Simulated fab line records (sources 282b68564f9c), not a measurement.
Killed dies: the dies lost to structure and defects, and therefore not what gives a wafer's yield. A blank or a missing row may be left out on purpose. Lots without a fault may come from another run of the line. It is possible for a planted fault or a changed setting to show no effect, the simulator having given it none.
fab line records    flow rit-cmos    part 2 of 2: steps 35 to 47 of 47
record: lots: 5  wafers: 15  last-day: 7
route steps=202 shown GATE@89 REOX@98 NLDD@103 PLDD@114 SPACER@125 NSD@131
lots that met no fault: taken from a fault-free run of the same line
start-h: hours from the record's first day to the start of the lot's first wafer shown    wait-h: how many hours have passed since the lot's step before this one    " repeats the value in the row above    L1.1+2: a row that stands for several wafers    - no value, or no start given    * or withheld: withheld    < > ~ a bound
route shown NAME@n: a module of which the file shows steps, and the number in the route of the first    usual: mean/standard deviation taken from wafers without a fault    same: alike in all rows    chamber/n: place in a boat    sites: readings site by site    _std_site: standard deviation of those values    _edge_site: inner sites' mean taken away from outer sites' mean    radius-mm: for every site, how far away it sits from the centre of the wafer    mask NAME#n: copy n    behind: the most recent tool/chamber to have shaped the wafer    hold: the reason the lot was held/the length of the hold in hours/how it ended    device: transistor that didn't switch, given as n, p or np    end of line: tests run on the same wafers once the route is complete    a step with no rows: only its recipe    killed: at the first sort, the dies lost to defects and structure; wafer yield is something else    map: dies across one wafer; x = killed, . = not, _ = none there
set.NAME: the run value of the setting; set.NAME@STEP: its run value at that earlier step    model.NAME: the simulator's own value behind a step, which no gauge read
certain route steps with their lots: each step a table, each wafer a row
services: when a tool's chamber went out of use (start-h, in hours from the record's first day, below 0 if earlier), for how many hours, and the reason
== steps ==
step: RIT_PLDD_STRIP_09
recipe: chemistry: O2  time-s: 180  resist: NOVOLAK  platen-temp-c: withheld  power-w: 500  pressure-mtorr: 4000  o2-flow-sccm: 4000
usual: drypump-motor-current-A: 5.9/0.32
lot.wafer  tool             chamber  start-h  wait-h  drypump-motor-current-A  rf-hours-counter-h
L077.2     plasma-asher-03  0        59.82    0.1     6.2                      42
L077.4     "                0        "        "       6.2                      -
L077.6     "                1        "        "       6.0                      -
L084.2     plasma-asher-03  1        94.14    0.1     6.0                      45
L084.5     "                1        "        "       6.0                      -
L084.6     "                0        "        "       6.2                      -
L087.1     plasma-asher-01  0        108.25   0.1     5.8                      49
L087.2     "                1        "        "       5.9                      49
L087.6     "                1        "        "       5.9                      -
L095.2     plasma-asher-04  1        152.26   0.1     5.2                      36
L095.3     "                1        "        "       5.2                      -
L095.5     "                1        "        "       5.2                      -
L097.1     plasma-asher-03  0        165.13   0.1     6.2                      53
L097.3     "                0        "        "       6.2                      -
L097.4     "                1        "        "       6.0                      -
step: RIT_PLDD_TW_MEAS_10
usual: PLDD_TW: 2357/25
lot.wafer  tool           chamber  start-h  wait-h  PLDD_TW
L077.2     film-metro-01  -        60.00    0.1     2319
L077.4     "              -        "        "       2321
L077.6     "              -        "        "       2309
L084.2     film-metro-02  -        94.32    0.1     2376
L084.5     "              -        "        "       2386
L084.6     "              -        "        "       2382
L087.1     film-metro-02  -        108.43   0.1     2382
L087.2     "              -        "        "       2375
L087.6     "              -        "        "       2372
L095.2     film-metro-02  -        152.45   0.1     2385
L095.3     "              -        "        "       2378
L095.5     "              -        "        "       2369
L097.1     film-metro-02  -        165.30   0.1     2368
L097.3     "              -        "        "       2378
L097.4     "              -        "        "       2379
step: RIT_SPACER_CLEAN_00
recipe: chemistry: SC1  mix: 3:3:50  time-s: 600  temp-c: 75
lot.wafer   tool          chamber  start-h  wait-h
L077.2+4+6  wet-bench-01  1        60.05    0.0
L084.2+5+6  wet-bench-02  0        94.37    0.0
L087.1+2+6  wet-bench-03  1        108.49   0.1
L095.2+3+5  wet-bench-01  3        152.50   0.0
L097.1+3+4  wet-bench-02  0        165.42   0.1
step: RIT_SPACER_CLEAN_01
recipe: chemistry: dHF  dilution: 50:1  time-s: 30
lot.wafer   tool          chamber  start-h  wait-h
L077.2+4+6  wet-bench-02  1        60.23    0.0
L084.2+5+6  wet-bench-03  2        94.55    0.0
L087.1+2+6  wet-bench-02  2        108.68   0.0
L095.2+3+5  wet-bench-02  0        152.67   0.0
L097.1+3+4  wet-bench-01  1        165.59   0.0
step: RIT_SPACER_CLEAN_02
recipe: chemistry: SC2  mix: 3:3:50  time-s: 600  temp-c: 75  dry: n2-spin
lot.wafer   tool          chamber  start-h  wait-h
L077.2+4+6  wet-bench-01  2        60.26    0.0
L084.2+5+6  wet-bench-02  0        94.57    0.0
L087.1+2+6  wet-bench-01  1        108.70   0.0
L095.2+3+5  wet-bench-01  1        152.69   0.0
L097.1+3+4  wet-bench-02  3        165.61   0.0
step: RIT_SPACER_CVD_03
recipe: material: Si3N4  target-thk-nm: 250  temp-c: 810  precursor: SiH2Cl2/NH3  time-s: 3300  pressure-mtorr: 300  sih2cl2-flow-sccm: 60  nh3-flow-sccm: 150
lot.wafer   tool      chamber  start-h  wait-h
L077.2+4+6  lpcvd-02  1        60.44    0.0
L084.2+5+6  lpcvd-02  0        94.74    0.0
L087.1+2+6  lpcvd-02  0        108.89   0.0
L095.2+3+5  lpcvd-01  0        152.87   0.0
L097.1+3+4  lpcvd-01  1        165.78   0.0
step: RIT_SPACER_THK_MEAS_04
recipe: reads: Si3N4_of_SPACER_CVD_03
usual: SPACER_NITRIDE_THK: 250.7/2.8
lot.wafer  tool           chamber  start-h  wait-h  SPACER_NITRIDE_THK[nm]
L077.2     film-metro-01  -        62.36    0.0     252.2
L077.4     "              -        "        "       251.2
L077.6     "              -        "        "       251.2
L084.2     film-metro-01  -        96.67    0.0     246.1
L084.5     "              -        "        "       245.9
L084.6     "              -        "        "       246.1
L087.1     film-metro-01  -        110.81   0.0     252.9
L087.2     "              -        "        "       248.7
L087.6     "              -        "        "       249.5
L095.2     film-metro-02  -        154.79   0.0     249.0
L095.3     "              -        "        "       250.4
L095.5     "              -        "        "       250.8
L097.1     film-metro-04  -        167.70   0.0     247.1
L097.3     "              -        "        "       246.4
L097.4     "              -        "        "       247.0
step: RIT_SPACER_ETCHBACK_05
recipe: target-depth-a: 2500  SF6_flow_sccm: 30  CHF3_flow_sccm: 30  target: Si3N4  chemistry: SF6/CHF3  pressure-mtorr: 40  rf-w: 250  time-s: 240  stop-on: SiO2
usual: drypump-motor-current-A: 5.9/0.57  oes-product-au: 0.849/0.017  rf-fwd-power-W: 249.3/0.8  throttle-valve-pct: 10.25/0.15
lot.wafer  tool         chamber  start-h  wait-h  drypump-motor-current-A  oes-product-au  rf-fwd-power-W  rf-hours-counter-h  throttle-valve-pct
L077.2     rie-diel-03  1        62.41    0.0     6.5                      0.864           248.1           5                   10.31
L077.4     "            0        "        "       5.2                      0.838           249.4           23                  10.32
L077.6     "            3        "        "       6.6                      0.863           249.4           -                   10.12
L084.2     rie-diel-03  2        96.72    0.0     5.7                      0.811           248.7           60                  10.15
L084.5     "            0        "        "       5.2                      0.816           248.3           -                   10.32
L084.6     "            3        "        "       6.6                      0.851           249.6           -                   10.10
L087.1     rie-diel-02  3        110.87   0.1     6.0                      0.877           248.2           80                  10.03
L087.2     "            0        "        "       5.4                      0.840           249.0           81                  9.97
L087.6     "            3        "        "       6.0                      0.861           249.2           -                   10.02
L095.2     rie-diel-04  0        154.84   0.0     5.3                      0.829           249.8           7                   10.14
L095.3     "            1        "        "       6.7                      0.852           249.6           10                  10.24
L095.5     "            2        "        "       5.8                      0.850           248.5           -                   10.49
L097.1     rie-diel-02  1        167.76   0.1     5.7                      0.835           251.3           109                 10.31
L097.3     "            2        "        "       6.4                      0.857           249.9           138                 10.49
L097.4     "            3        "        "       6.0                      0.847           249.7           81                  10.02
step: RIT_NSD_HMDS_00
recipe: prime-time-s: 60  prime-temp-c: 140
same: prime-time-s: 60
lot.wafer   tool            chamber  start-h  wait-h
L077.2+4+6  litho-track-04  0        62.59    0.1
L084.2+5+6  litho-track-02  0        96.89    0.1
L087.1+2+6  litho-track-02  0        111.02   0.1
L095.2+3+5  litho-track-04  0        155.02   0.1
L097.1+3+4  litho-track-04  0        167.91   0.1
step: RIT_NSD_COAT_01
recipe: resist: NOVOLAK  spin-rpm: 3250  resist-thk-nm: 1000
lot.wafer   tool            chamber  start-h  wait-h
L077.2+4+6  litho-track-04  0        62.74    0.1
L084.2+5+6  litho-track-02  0        97.04    0.1
L087.1+2+6  litho-track-02  0        111.17   0.1
L095.2+3+5  litho-track-04  0        155.17   0.1
L097.1+3+4  litho-track-04  0        168.06   0.1
step: RIT_NSD_SOFTBAKE_02
recipe: resist: NOVOLAK  temp-c: 90  time-s: 60
lot.wafer   tool            chamber  start-h  wait-h
L077.2+4+6  litho-track-04  0        62.89    0.1
L084.2+5+6  litho-track-02  0        97.19    0.1
L087.1+2+6  litho-track-02  0        111.32   0.1
L095.2+3+5  litho-track-04  0        155.32   0.1
L097.1+3+4  litho-track-04  0        168.21   0.1
step: RIT_NSD_EXPOSE_03
recipe: mask-id: M9  na: 0.57  target-cd-nm: 40700  dose-mj: 250
usual: focus-offset-nm: -0.2/0.51  stage-vel-mm-s: 499.98/0.27
lot.wafer  tool              chamber  start-h  wait-h  mask  focus-offset-nm  stage-vel-mm-s
L077.2     iline-stepper-01  0        63.03    0.1     M9#0  0.0              500.13
L077.4     "                 0        "        "       M9#0  -0.8             500.10
L077.6     "                 0        "        "       M9#0  -0.5             500.17
L084.2     iline-stepper-01  0        97.34    0.1     M9#0  0.2              499.83
L084.5     "                 0        "        "       M9#0  -0.1             499.78
L084.6     "                 0        "        "       M9#0  0.1              499.93
L087.1     iline-stepper-01  0        111.59   0.2     M9#0  -0.2             500.04
L087.2     "                 0        "        "       M9#0  -0.5             499.93
L087.6     "                 0        "        "       M9#0  0.1              499.82
L095.2     iline-stepper-01  0        155.59   0.2     M9#0  -0.1             499.47
L095.3     "                 0        "        "       M9#0  1.0              500.22
L095.5     "                 0        "        "       M9#0  0.6              500.09
L097.1     iline-stepper-02  0        168.36   0.1     M9#0  -0.1             500.37
L097.3     "                 0        "        "       M9#0  0.6              500.38
L097.4     "                 0        "        "       M9#0  0.1              500.70
step: RIT_NSD_PEB_04
recipe: resist: NOVOLAK  temp-c: withheld  time-s: withheld
lot.wafer   tool            chamber  start-h  wait-h
L077.2+4+6  litho-track-04  0        63.16    0.1
L084.2+5+6  litho-track-04  0        97.46    0.1
L087.1+2+6  litho-track-03  0        111.73   0.1
L095.2+3+5  litho-track-03  0        155.71   0.1
L097.1+3+4  litho-track-04  0        168.48   0.1
== services ==
tool              chamber  start-h  hours  kind
implanter-01      -        38.43    2.3    pm
rie-diel-04       -        44.46    1.8    repair
iline-stepper-02  -        49.12    1.7    pm
rie-si-02         -        63.42    0.7    repair
wet-bench-01      -        69.76    3.5    repair
rie-diel-02       3        89.32    9.2    repair
rie-si-01         0        90.34    3.0    repair
rie-diel-04       3        92.29    5.8    repair
wet-bench-01      -        92.97    1.9    pm
iline-stepper-01  -        97.70    1.7    pm
furnace-01        -        102.39   67.7   pm
rie-diel-04       2        105.54   3.2    repair
implanter-01      -        108.30   7.0    repair
plasma-asher-02   -        108.75   9.0    pm
furnace-04        -        117.39   2.8    pm
rie-diel-03       0        118.01   4.7    repair
rie-diel-03       3        119.72   3.0    repair
wet-bench-03      -        139.15   2.4    repair
rie-diel-02       1        139.27   7.1    repair
plasma-asher-01   -        144.01   10.0   pm
implanter-03      -        148.71   6.6    repair
wet-bench-03      -        151.04   1.9    pm
implanter-01      -        152.33   9.5    pm
iline-stepper-01  -        163.26   4.3    pm
